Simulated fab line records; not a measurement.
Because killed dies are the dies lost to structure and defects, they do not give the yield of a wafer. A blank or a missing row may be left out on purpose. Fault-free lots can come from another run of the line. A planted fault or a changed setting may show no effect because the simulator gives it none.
Split-lot study    flow berkeleyCmos170    route with 331 steps; 5 lots, 23 wafers read

THE SPLIT
At UCB170_CONTACT_COAT_10 (resist thk 900 nm), the setting resistThkNm was moved away from the recipe's 900 nm on 7 of the 23 wafers read, by -2.1% to +3.3%. All remaining wafers had this setting at the recipe value.

The reading is taken at the split's own step.

THE READING
KrF_of_CONTACT_COAT_10.thkNm (the simulator's own value, which no gauge read), in nm, at UCB170_CONTACT_COAT_10 (resist thk 900 nm). The file gives no usual value for it. Across the 16 wafers here that went through the recipe, the average is 898.6 nm and the standard deviation 3 nm.

wafer   tool, chamber at the split  resistThkNm as run, nm  against the recipe  KrF_of_CONTACT_COAT_10.thkNm, nm  against lot-mates on the recipe
L077.2  lithoTrack-01, 0            900                     recipe              897.1                             -
L077.3  lithoTrack-01, 0            900                     recipe              899                               -
L077.4  lithoTrack-01, 0            900                     recipe              896.1                             -
L077.5  lithoTrack-01, 0            900                     recipe              897                               -
L077.6  lithoTrack-01, 0            900                     recipe              896.3                             -
L081.1  lithoTrack-02, 0            900                     recipe              902.4                             -
L081.2  lithoTrack-02, 0            900                     recipe              901.3                             -
L081.3  lithoTrack-02, 0            880.9                   -2.1%               883.5                             -19.0
L081.4  lithoTrack-02, 0            900                     recipe              903.7                             -
L081.5  lithoTrack-02, 0            880.9                   -2.1%               884                               -18.5
L080.1  lithoTrack-03, 0            923.4                   +2.6%               922.3                             +21.6
L080.3  lithoTrack-03, 0            900                     recipe              900.3                             -
L080.4  lithoTrack-03, 0            923.4                   +2.6%               926.1                             +25.5
L080.5  lithoTrack-03, 0            923.4                   +2.6%               924                               +23.4
L080.6  lithoTrack-03, 0            900                     recipe              901                               -
L082.1  lithoTrack-02, 0            900                     recipe              896.1                             -
L082.2  lithoTrack-02, 0            900                     recipe              897.6                             -
L082.4  lithoTrack-02, 0            900                     recipe              891                               -
L083.1  lithoTrack-01, 0            929.6                   +3.3%               930                               +30.6
L083.2  lithoTrack-01, 0            900                     recipe              900.4                             -
L083.3  lithoTrack-01, 0            929.6                   +3.3%               927.2                             +27.8
L083.5  lithoTrack-01, 0            900                     recipe              899.1                             -
L083.6  lithoTrack-01, 0            900                     recipe              898.6                             -

THE FIT
A straight line over all 23 wafers: KrF_of_CONTACT_COAT_10.thkNm changes by +8.88 nm for each +1% of resistThkNm; r = +0.97; the points scatter about the line by 3 nm.
The same after taking each lot's own level away (the mean of its wafers on the recipe; 23 wafers): +8.92 nm for each +1%; r = +0.99; scatter 1.5 nm.
On that fit, the largest move of resistThkNm shifts the reading by 29 nm.
Across the lots, their own levels run from 894.90 to 902.47 nm, a range of 2.5 times the standard deviation given above.
Hence the lot-to-lot level has little effect on the slope; both slopes agree.
Check: +29.1 nm against its lot-mates is what the line predicts for one of the wafers moved furthest among these (+3.3%) when that wafer is left out of the fit. Against them it came out at +30.6 nm.

THE OTHER SPLITS THESE WAFERS WENT THROUGH
Before the reading, these wafers also passed through other splits. Each is held against what the fit with the lots' levels taken away leaves over:
other split on the same wafers    wafers away from the commonest value  r with KrF_of_CONTACT_COAT_10.thkNm (lot level and that fit taken away)
UCB170_SILICIDE_SPUTTER_01 timeS  10                                    -0.07

THE FILE'S OWN FIT
KrF_of_CONTACT_COAT_10.thkNm changes by +8.93 nm for each +1% of resistThkNm, r = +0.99.
